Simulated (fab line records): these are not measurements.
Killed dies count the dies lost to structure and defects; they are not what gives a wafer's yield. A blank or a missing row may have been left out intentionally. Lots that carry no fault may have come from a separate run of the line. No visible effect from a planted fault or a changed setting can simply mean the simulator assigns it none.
8D (eight disciplines) problem report, filled in by code | flow berkeley cmos170 | the parts of the form that need people (team, actions taken, sign-off) are left out

== 1. WHAT IS WRONG ==
Wafers without a fault read 700.8 nm with a standard deviation of 2.6, while cd nm at UCB170_M3_CD_MEAS_90 averages 681.4 nm across 2 wafers of 1 lot. That puts it -7.5 standard deviations away from the usual mean.
The step: target cd 700 nm.
Seen first at day 12 17:52 on cd sem-02, wafer L262.1. At this step, 39 wafers from 13 lots have a number in the record. The rule behind "out" and "out of limits": a value lying over 4 standard deviations away from the usual mean. All remaining wafers that have a number are taken as sound.

== 2. WHAT IT IS; WHAT IT IS NOT ==
question                    | is                | is not
which readings at this step | cd nm             | -
which lots                  | L262              | L246, L247, L248, L249, L250, L251, L252, L253, L265, L267, L268, L269
which wafers of those lots  | L262.1, L262.3    | L262.6
read on which gauges        | cd sem-02         | cd sem-01
when                        | from day 12 17:52 | up to then (25 sound wafers); but 12 sound wafers of L265, L267, L268, L269 came after

== 3. WHAT RULES OUT EACH SUSPECT ==
Counting: a tool at a process step up to the reading stays a suspect if it ran every lot that is out. Sound lots after the first of them don't rule it out here, since some wafers of a struck lot are sound.
- the gauge at UCB170_M3_CD_MEAS_90 is ruled out. All the wafers that are out were read on cd sem-02, but those of them that UCB170_M3_METAL_ETCH_18 has rows for are out there too, on other tools.
- cmp-02 at UCB170_V2_CMP_02 (polishes SiO2): kept. It ran the lot that is out, L262 (day 12 08:59); its last sound lot up to then is L252 (day 10 09:22).
- plasma asher-03 at UCB170_V2_STRIP_15 (strips in O2): kept. It ran the lot that is out, L262 (day 12 13:40); its last sound lot up to then is L253 (day 10 14:11).
- rie metal-02 at UCB170_M3_METAL_ETCH_18 (etches Al in Cl2/BCl3, stops on SiO2, target depth 1170 nm, time 195 s): kept. It ran the lot that is out, L262 (day 12 17:35); its last sound lot up to then is L250 (day 9 18:19). Its own rf fwd power W readings are out on those wafers.
- plasma asher-04 at UCB170_M3_STRIP_19 (strips in O2): kept. It ran the lot that is out, L262 (day 12 17:46). Its own oes product au readings are out on those wafers.
- Within cmp-02 at UCB170_V2_CMP_02: the wafers that are out ran in chambers 0, 3; their sound lot-mates ran in chamber 2.
- Within rie metal-02 at UCB170_M3_METAL_ETCH_18, the wafers that are out were processed in chamber 0 and their sound lot-mates in chamber 1.
Left after counting: cmp-02 at UCB170_V2_CMP_02, plasma asher-03 at UCB170_V2_STRIP_15, rie metal-02 at UCB170_M3_METAL_ETCH_18, plasma asher-04 at UCB170_M3_STRIP_19.

== 4. THE CAUSE (what the simulator had put in) ==
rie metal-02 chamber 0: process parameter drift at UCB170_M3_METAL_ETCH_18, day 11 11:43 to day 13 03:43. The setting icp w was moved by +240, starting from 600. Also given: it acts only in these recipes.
After counting, 4 suspects remain, this tool included.

== 5. THE EFFECT CHAIN, in route order ==
One row per reading whose mean, taken over the struck wafers that have a number, lies over 3 standard deviations from the usual. Scope: only readings with a usual standard deviation given in the record; hours: median across lots of the time from each lot's start at the first step in this table that gives one to its start at this step; sigmas: change in usual standard deviations.
hours | step                    | reading        | usual      | on struck wafers | change | sigmas
0     | UCB170_M3_METAL_ETCH_18 | rf fwd power W | 598.6 W    | 838.5            | +239.9 | +99 or more
0     | UCB170_M3_STRIP_19      | oes product au | 0.549 a.u. | 0.312            | -0.237 | -27
0     | UCB170_M3_CD_MEAS_90    | cd nm          | 700.8 nm   | 681.4            | -19.4  | -7.5
Its process steps:
- UCB170_M3_METAL_ETCH_18: etches Al in Cl2/BCl3, stops on SiO2, target depth 1170 nm, time 195 s.
- UCB170_M3_STRIP_19: strips in O2.

== 6. WHAT WOULD HAVE CAUGHT IT SOONER ==
In this record the first reading out of limits at a measuring or inspecting step was taken at day 12 17:52, 30 hours after the fault began at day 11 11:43.
Tool's own readings at UCB170_M3_METAL_ETCH_18, rf fwd power W: out on all struck wafers the step has rows for; an alarm limit on them would have tripped on the first.
By day 12 17:52, every lot that is out (1) had started UCB170_M3_METAL_ETCH_18 on rie metal-02. Holding the tool at that point would not have protected any of them.
